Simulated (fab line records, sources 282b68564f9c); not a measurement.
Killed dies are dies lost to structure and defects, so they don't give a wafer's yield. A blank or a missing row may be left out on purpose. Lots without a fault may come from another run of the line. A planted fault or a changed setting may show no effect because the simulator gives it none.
Split-lot experiment | flow rit_cmos | 5 lots, 23 wafers read, on a route of 202 steps

THE SPLIT
At RIT_PLDD_SOFTBAKE_02 (time 60 s), the setting temp_c was moved away from the recipe's 90 C on 9 of the 23 wafers read, by -3.8% to +1.2%. The other wafers ran this setting at the recipe's value.

FROM THE SPLIT TO THE READING: what the file shows between them, 2 steps
- RIT_PLDD_EXPOSE_03: exposes mask M8, target cd 40900 nm
- RIT_PLDD_PEB_04

THE READING
NOVOLAK_of_PLDD_COAT_01.thk_nm (the simulator's own value, which no gauge read), in nm, at RIT_PLDD_DEVELOP_05 (develop time 50 s). The file gives no usual value for it. The 14 wafers here that ran the recipe average 1000.1 nm, standard deviation 3.1 nm.

wafer  | tool, chamber at the split | temp_c as run, C | against the recipe | NOVOLAK_of_PLDD_COAT_01.thk_nm, nm | against lot-mates on the recipe
L074.1 | litho_track-04, 0          | 90               | recipe             | 1000                               | -
L074.6 | litho_track-04, 0          | 90               | recipe             | 1000                               | -
L074.2 | litho_track-04, 0          | 88.6             | -1.6%              | 1001                               | +0.7
L074.4 | litho_track-04, 0          | 90               | recipe             | 1001                               | -
L074.5 | litho_track-04, 0          | 88.6             | -1.6%              | 1003                               | +2.7
L078.1 | litho_track-03, 0          | 90               | recipe             | 999.8                              | -
L078.2 | litho_track-03, 0          | 90               | recipe             | 1000                               | -
L078.3 | litho_track-03, 0          | 90               | recipe             | 998.3                              | -
L078.4 | litho_track-03, 0          | 91.12            | +1.2%              | 997.7                              | -1.7
L078.5 | litho_track-03, 0          | 91.12            | +1.2%              | 997.1                              | -2.3
L080.1 | litho_track-03, 0          | 86.6             | -3.8%              | 1008                               | +11.1
L080.3 | litho_track-03, 0          | 90               | recipe             | 994.2                              | -
L080.4 | litho_track-03, 0          | 86.6             | -3.8%              | 1010                               | +13.1
L080.5 | litho_track-03, 0          | 90               | recipe             | 997.5                              | -
L080.6 | litho_track-03, 0          | 90               | recipe             | 999                                | -
L082.1 | litho_track-03, 0          | 90               | recipe             | 1004                               | -
L082.2 | litho_track-03, 0          | 90               | recipe             | 1004                               | -
L082.3 | litho_track-03, 0          | 90               | recipe             | 1007                               | -
L083.1 | litho_track-03, 0          | 90               | recipe             | 997.4                              | -
L083.2 | litho_track-03, 0          | 87.06            | -3.3%              | 1006                               | +7.5
L083.4 | litho_track-03, 0          | 87.06            | -3.3%              | 1006                               | +7.5
L083.3 | litho_track-03, 0          | 90               | recipe             | 999.6                              | -
L083.5 | litho_track-03, 0          | 87.06            | -3.3%              | 1005                               | +6.5

THE FIT
A straight line over all 23 wafers: NOVOLAK_of_PLDD_COAT_01.thk_nm changes by -1.99 nm for each +1% of temp_c; r = -0.77; the points scatter about the line by 2.6 nm.
The same after taking each lot's own level away (the mean of its wafers on the recipe; 23 wafers): -2.51 nm for each +1%; r = -0.93; scatter 1.7 nm.
On that fit, the largest move of temp_c shifts the reading by 9.5 nm.
The lots' own levels span 996.90 to 1005.00 nm, that is 2.6 times the standard deviation above.
So the lot-to-lot level blurs the effect unless lot-mates are compared.
Check: with one of the wafers moved furthest among these (-3.8%) left out of the fit, the line predicts +9.04 nm for it against its lot-mates. It came out at +11.1 nm against them.

THE FILE'S OWN FIT
NOVOLAK_of_PLDD_COAT_01.thk_nm changes by -2.55 nm for each +1% of temp_c, r = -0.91.
